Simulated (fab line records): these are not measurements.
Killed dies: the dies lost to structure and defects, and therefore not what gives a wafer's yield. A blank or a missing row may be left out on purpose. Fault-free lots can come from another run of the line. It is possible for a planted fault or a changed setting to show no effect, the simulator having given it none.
Which tool did it? | flow berkeley_cmos170 | 14 lots, 42 wafers sampled, at 2 steps of a route of 331

## WHAT THE GAUGES SHOWED, per wafer
UCB170_PWELL_TW_MEAS_17. Usual: PWELL_TW typically reads 379.7, with standard deviation 2.3.
lot  | measured    | on            | PWELL_TW          | flag
L454 | day 3 14:33 | film_metro-02 | 381.6 378.9 378.3 |
L456 | day 3 17:33 | film_metro-04 | 374.0 377.2 375.1 |
L457 | day 3 22:57 | film_metro-02 | 381.3 378.6 378.5 |
L458 | day 4 04:29 | film_metro-01 | 380.2 381.4 379.5 |
L459 | day 4 08:24 | film_metro-01 | 379.5 380.2 377.8 |
L460 | day 4 15:03 | film_metro-02 | 379.9 381.3 382.1 |
L461 | day 4 15:18 | film_metro-02 | 379.6 379.9 383.0 |
L462 | day 5 01:34 | film_metro-02 | 380.5 380.7 378.0 |
L463 | day 5 01:52 | film_metro-02 | 380.1 379.8 379.6 |
L471 | day 6 21:06 | film_metro-01 | 369.0 367.0 370.3 | OFF
L472 | day 7 06:50 | film_metro-04 | 377.1 379.1 379.1 |
L473 | day 7 07:05 | film_metro-02 | 369.1 367.1 368.1 | OFF
L475 | day 7 14:15 | film_metro-04 | 378.8 379.8 380.4 |
L476 | day 8 00:55 | film_metro-01 | 380.3 379.9 380.8 |

## TOOL THAT RAN EACH LOT (tool first, then ch and the chambers of the sampled wafers, then the start)
lot  | UCB170_PWELL_IMPLANT_15
L454 | implanter-03 ch 0, day 3 14:19
L456 | implanter-03 ch 0, day 3 17:19
L457 | implanter-04 ch 0, day 3 22:42
L458 | implanter-01 ch 0, day 4 04:14
L459 | implanter-04 ch 0, day 4 08:10
L460 | implanter-01 ch 0, day 4 14:48
L461 | implanter-04 ch 0, day 4 15:04
L462 | implanter-01 ch 0, day 5 01:19
L463 | implanter-04 ch 0, day 5 01:38
L471 | implanter-01 ch 0, day 6 20:51
L472 | implanter-04 ch 0, day 7 06:35
L473 | implanter-01 ch 0, day 7 06:50
L475 | implanter-03 ch 0, day 7 14:00
L476 | implanter-03 ch 0, day 8 00:40
- UCB170_PWELL_IMPLANT_15

## WHAT THE TOOLS THEMSELVES READ (means of the sampled wafers that have a number; where no wafer has one, the mark that the record gives instead)
UCB170_PWELL_IMPLANT_15. Usual: beam_energy_keV 60.009, standard deviation 0.019; dose_ions_cm2 5.001e+12, standard deviation 5.6e+09; faraday_current_uA 15.9, standard deviation 0.33.
lot  | tool         | beam_energy_keV | dose_ions_cm2 | faraday_current_uA | flag
L454 | implanter-03 | 60.000          | 4.996e+12     | 16.1               |
L456 | implanter-03 | 60.025          | 5.000e+12     | 15.7               |
L457 | implanter-04 | 60.032          | 4.995e+12     | 16.2               |
L458 | implanter-01 | 59.999          | 4.998e+12     | 15.5               |
L459 | implanter-04 | 60.010          | 5.005e+12     | 15.7               |
L460 | implanter-01 | 60.010          | 5.011e+12     | 15.9               |
L461 | implanter-04 | 59.995          | 4.997e+12     | 15.7               |
L462 | implanter-01 | 60.015          | 5.000e+12     | 15.7               |
L463 | implanter-04 | 60.028          | 5.001e+12     | 16.2               |
L471 | implanter-01 | 59.991          | 4.494e+12     | 14.1               | OFF
L472 | implanter-04 | 60.004          | 5.003e+12     | 16.0               |
L473 | implanter-01 | 59.992          | 4.500e+12     | 14.2               | OFF
L475 | implanter-03 | 60.001          | 5.007e+12     | 15.7               |
L476 | implanter-03 | 60.014          | 4.998e+12     | 15.8               |

## THE ANSWER, worked out from the rows above alone
Rule: a lot is off if the mean of its wafers that have a number lies more than 3 standard deviations from the usual mean. A lot without any number at a reading at which 4 lots or more have one is off too. Where the step has rows for the other lots, those lots are counted as sound. After the gauges, taken in route order, come the tools' own readings; for these a lot's mean is taken, as printed above. At the first step where some lot is off, the reading lying furthest off is the one used; lots without a number count as furthest.
Off: at UCB170_PWELL_TW_MEAS_17 (PWELL_TW), L471, L473.
If a tool, at a process step before that reading, ran all the lots that are off and no sound lot after the first of them, it fits. Not tried: the gauges at UCB170_PWELL_TW_MEAS_17; whatever is off there is also off at UCB170_PWELL_IMPLANT_15, on other tools, and gauge error can't account for it. One fits: implanter-01 at UCB170_PWELL_IMPLANT_15. Its last sound lot is L462 (day 5 01:19), its first lot that is off L471 (day 6 20:51): a fault that began between those two fits.
The tool's own readings at UCB170_PWELL_IMPLANT_15 bear it out: on the lots that are off they differ by more than 5 times the standard deviation of the sound lots' means. dose_ions_cm2 reads 4.497e+12 there against 5.001e+12 on the sound lots; faraday_current_uA reads 14.1 there against 15.8 on the sound lots.

## WHAT THE SIMULATOR PUT IN
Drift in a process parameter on implanter-01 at UCB170_PWELL_IMPLANT_15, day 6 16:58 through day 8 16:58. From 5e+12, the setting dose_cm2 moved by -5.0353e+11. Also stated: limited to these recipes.
Struck lots among those shown: L471, L473. The rule given above showed the same thing.
